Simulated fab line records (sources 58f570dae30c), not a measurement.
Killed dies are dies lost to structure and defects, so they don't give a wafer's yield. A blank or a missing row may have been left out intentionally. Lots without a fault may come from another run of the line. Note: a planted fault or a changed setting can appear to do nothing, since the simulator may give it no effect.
Which of the tools did it? :: flow berkeley cmos170 :: 21 wafers from 7 lots sampled at 2 of the route's 331 steps

WHAT THE GAUGES READ, wafer by wafer
UCB170_PWELL_THK_MEAS_03.
lot: L763
measured: day 3 01:51
on: film metro-01
PWELL_OXIDE_THK (nm): 26.9 27.0 26.9

lot: L765
measured: day 3 11:32
on: film metro-03
PWELL_OXIDE_THK (nm): 26.5 26.9 27.2

lot: L768
measured: day 4 02:58
on: film metro-02
PWELL_OXIDE_THK (nm): 33.6 34.1 33.4 33.6 34.0 33.4

lot: L775
measured: day 5 16:34
on: film metro-02
PWELL_OXIDE_THK (nm): 25.6 26.1 26.0

lot: L778
measured: day 6 02:49
on: film metro-01
PWELL_OXIDE_THK (nm): 25.7 25.7 25.5

lot: L780
measured: day 6 16:08
on: film metro-01
PWELL_OXIDE_THK (nm): 26.4 26.5 26.1

lot: L783
measured: day 7 14:35
on: film metro-02
PWELL_OXIDE_THK (nm): 27.2 27.1 27.5

WHICH TOOL RAN EACH LOT (tool, then ch and the chambers of the sampled wafers, then the start)
lot: L763
UCB170_PWELL_OXIDATION_02: furnace-01 ch 0, day 3 00:29

lot: L765
UCB170_PWELL_OXIDATION_02: furnace-04 ch 0, day 3 10:10

lot: L768
UCB170_PWELL_OXIDATION_02: furnace-01 ch 0, day 4 01:37

lot: L775
UCB170_PWELL_OXIDATION_02: furnace-04 ch 0, day 5 15:13

lot: L778
UCB170_PWELL_OXIDATION_02: furnace-04 ch 0, day 6 01:28

lot: L780
UCB170_PWELL_OXIDATION_02: furnace-04 ch 0, day 6 14:46

lot: L783
UCB170_PWELL_OXIDATION_02: furnace-02 ch 0, day 7 13:13
- UCB170_PWELL_OXIDATION_02: target thk 26.4 nm, ox time 1260 s.

THE ANSWER, worked out from the rows above alone
Rule: usual is defined by the lots themselves. The widest of any qualifying gaps counts: lots, ordered by their means at a reading, are off when they make up no more than a third of the lots, leave a main group of 4 or more, and stand apart from it by 3 or more times the standard deviation of that group's means. A main group whose means are all the same, to the digits that the tables above print for the reading, isn't used. Also off: a lot with no number at a reading for which 4 or more lots have one. Where the step has rows for the other lots, those lots are counted as sound.
Off: at UCB170_PWELL_THK_MEAS_03 (PWELL_OXIDE_THK), L768. The main group has a mean of 26.5 nm with a standard deviation of 0.58.
If a tool, at a process step before that reading, ran all the lots that are off and no sound lot after the first of them, it fits. The gauges at UCB170_PWELL_THK_MEAS_03 are tried like those tools. One fits: UCB170_PWELL_OXIDATION_02 on furnace-01. Its last sound lot is L763 (day 3 00:29), its first lot that is off L768 (day 4 01:37): a fault that began between those two fits.

WHAT HAD BEEN PUT IN BY THE SIMULATOR
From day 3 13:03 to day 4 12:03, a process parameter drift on furnace-01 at UCB170_PWELL_OXIDATION_02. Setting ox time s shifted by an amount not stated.
Lots struck among those shown: L768. The rule above reached the same finding.
